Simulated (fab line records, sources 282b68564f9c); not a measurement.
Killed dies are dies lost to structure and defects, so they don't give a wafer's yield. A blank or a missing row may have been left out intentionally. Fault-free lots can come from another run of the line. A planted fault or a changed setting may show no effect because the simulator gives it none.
The tool behind it: which one? ; flow rit-cmos ; 14 lots, 42 wafers sampled, at 5 steps of a route of 202

== WHAT EACH GAUGE READ, for each wafer ==
RIT_ACTIVE_BOW_MEAS_00. Usual: INCOMING_BOW gives 0 um (standard deviation 6).
lot;measured;on;INCOMING_BOW (um);flag
L525;day 1 10:01;film-metro-01;2 5 -5;
L526;day 1 15:01;film-metro-03;-3 12 11;
L527;day 1 20:04;film-metro-02;10 6 -9;
L528;day 2 01:00;film-metro-03;-1 -8 2;
L530;day 2 11:04;film-metro-01;-1 -8 -1;
L531;day 2 16:04;film-metro-02;-1 -2 2;
L533;day 3 02:00;film-metro-02;5 3 -6;
L538;day 4 03:01;film-metro-02;-2 -4 -10;
L539;day 4 08:00;film-metro-03;-5 9 1;
L542;day 4 23:00;film-metro-02;-2 3 7;
L543;day 5 04:05;film-metro-03;-1 -1 0;
L545;day 5 14:00;film-metro-01;-1 -3 -1;
L546;day 5 19:00;film-metro-01;-3 9 -7;
L548;day 6 05:00;film-metro-03;4 2 -7;

RIT_NRETRO_TW_MEAS_10. Usual: NRETRO_TW gives 1055 (standard deviation 11).
lot;measured;on;NRETRO_TW;flag
L525;day 2 13:59;film-metro-03;1049 1056 1051;
L526;day 2 18:41;film-metro-02;1068 1065 1064;
L527;day 2 23:48;film-metro-03;1053 1051 1059;
L528;day 3 02:55;film-metro-02;1175 1176 1178;OFF
L530;day 3 14:54;film-metro-03;1054 1056 1054;
L531;day 4 03:07;film-metro-03;1182 1180 1183;OFF
L533;day 4 18:25;film-metro-02;1173 1169 1172;OFF
L538;day 5 11:13;film-metro-01;1038 1037 1036;
L539;day 5 18:33;film-metro-01;1044 1036 1037;
L542;day 6 02:08;film-metro-01;1041 1046 1040;
L543;day 6 07:32;film-metro-01;1042 1041 1042;
L545;day 6 13:26;film-metro-01;1041 1039 1042;
L546;day 6 19:02;film-metro-02;1068 1064 1065;
L548;day 7 02:38;film-metro-01;1040 1037 1033;

RIT_M1_THK_MEAS_02: measures by xrf. Usual: M1_AL_THK gives 405 nm (standard deviation 5.5).
lot;measured;on;M1_AL_THK (nm);flag
L525;day 3 16:42;film-metro-03;406 404 405;
L526;day 4 05:43;film-metro-02;411 407 405;
L527;day 4 18:35;film-metro-01;396 402 402;
L528;day 4 22:27;film-metro-03;403 401 405;
L530;day 5 07:05;film-metro-01;411 408 408;
L531;day 5 07:38;film-metro-03;409 411 410;
L533;day 6 02:39;film-metro-01;408 401 396;
L538;day 6 16:09;film-metro-02;393 403 407;
L539;day 6 19:26;film-metro-01;410 411 410;
L542;day 7 04:33;film-metro-03;401 409 403;
L543;day 7 10:46;film-metro-03;411 409 407;
L545;day 7 16:38;film-metro-02;398 398 401;
L546;day 7 18:46;film-metro-02;407 410 408;
L548;day 8 06:15;film-metro-01;417 410 407;

== WHICH TOOL RAN EACH LOT (tool, then ch and the chambers of the sampled wafers, then the start) ==
lot;RIT_NRETRO_IMPLANT_08;RIT_PRETRO_STRIP_09
L525;implanter-04 ch 0, day 2 13:40;plasma-asher-01 ch 0,1, day 2 15:28
L526;implanter-03 ch 0, day 2 18:22;plasma-asher-02 ch 0,1, day 2 20:03
L527;implanter-03 ch 0, day 2 23:31;plasma-asher-03 ch 0,1, day 3 01:20
L528;implanter-03 ch 0, day 3 02:35;plasma-asher-03 ch 0,1, day 3 04:23
L530;implanter-02 ch 0, day 3 14:37;plasma-asher-02 ch 0,1, day 3 16:26
L531;implanter-03 ch 0, day 4 02:50;plasma-asher-01 ch 0,1, day 4 04:38
L533;implanter-03 ch 0, day 4 18:05;plasma-asher-01 ch 0,1, day 4 19:56
L538;implanter-04 ch 0, day 5 10:54;plasma-asher-03 ch 0,1, day 5 12:42
L539;implanter-02 ch 0, day 5 18:13;plasma-asher-01 ch 0,1, day 5 20:14
L542;implanter-04 ch 0, day 6 01:49;plasma-asher-02 ch 0,1, day 6 04:11
L543;implanter-02 ch 0, day 6 07:13;plasma-asher-02 ch 0,1, day 6 09:23
L545;implanter-02 ch 0, day 6 13:07;plasma-asher-02 ch 0,1, day 6 15:06
L546;implanter-02 ch 0, day 6 18:43;plasma-asher-01 ch 0,1, day 6 20:25
L548;implanter-03 ch 0, day 7 02:19;plasma-asher-02 ch 0,1, day 7 04:11
- RIT_NRETRO_IMPLANT_08
- RIT_PRETRO_STRIP_09: strips in O2, time 180 s.

== WHAT THE TOOLS THEMSELVES READ (means of the sampled wafers that have a number; where no wafer has one, the mark that the record gives instead) ==
RIT_NRETRO_IMPLANT_08. Usual: dose-ions-cm2 1e+13, standard deviation 1.1e+10; faraday-current-uA 31.7, standard deviation 0.56.
lot;tool;dose-ions-cm2;faraday-current-uA;flag
L525;implanter-04;1e+13;32.1;
L526;implanter-03;1e+13;31.3;
L527;implanter-03;1e+13;31.7;
L528;implanter-03;1e+13;43.1;OFF
L530;implanter-02;1e+13;31.2;
L531;implanter-03;1e+13;43.3;OFF
L533;implanter-03;1e+13;44.0;OFF
L538;implanter-04;1e+13;31.7;
L539;implanter-02;1e+13;32.0;
L542;implanter-04;1e+13;32.1;
L543;implanter-02;1e+13;31.0;
L545;implanter-02;1e+13;31.8;
L546;implanter-02;1e+13;32.0;
L548;implanter-03;1e+13;31.5;

RIT_PRETRO_STRIP_09. Usual: 5.8 A for drypump-motor-current-A, sd 0.5.
lot;tool;drypump-motor-current-A (A);flag
L525;plasma-asher-01;5.8;
L526;plasma-asher-02;5.9;
L527;plasma-asher-03;5.0;
L528;plasma-asher-03;5.4;
L530;plasma-asher-02;5.9;
L531;plasma-asher-01;5.9;
L533;plasma-asher-01;5.8;
L538;plasma-asher-03;5.4;
L539;plasma-asher-01;5.9;
L542;plasma-asher-02;5.9;
L543;plasma-asher-02;6.2;
L545;plasma-asher-02;5.9;
L546;plasma-asher-01;5.9;
L548;plasma-asher-02;5.9;

== THE ANSWER, worked out from the rows above alone ==
Rule: a lot is off if the mean of its wafers that have a number lies more than 3 standard deviations from the usual mean. Also off: a lot with no number at a reading for which 4 or more lots have one. Where the step has rows for the other lots, those lots are counted as sound. The gauges are gone through in route order, then the tools' own readings, and for those a lot's mean is taken as printed above. The first step at which some lot is off is used, and at that step the reading that is off furthest; a lot without a number counts as furthest.
Off: L528, L531, L533, seen at RIT_NRETRO_TW_MEAS_10 (NRETRO_TW).
If a tool, at a process step before that reading, ran all the lots that are off and no sound lot after the first of them, it fits. Not tried: the gauges at RIT_NRETRO_TW_MEAS_10; whatever is off there is also off at RIT_NRETRO_IMPLANT_08, on other tools, and gauge error can't account for it. Of those tried, none fits.

== WHAT THE SIMULATOR HAD PUT IN ==
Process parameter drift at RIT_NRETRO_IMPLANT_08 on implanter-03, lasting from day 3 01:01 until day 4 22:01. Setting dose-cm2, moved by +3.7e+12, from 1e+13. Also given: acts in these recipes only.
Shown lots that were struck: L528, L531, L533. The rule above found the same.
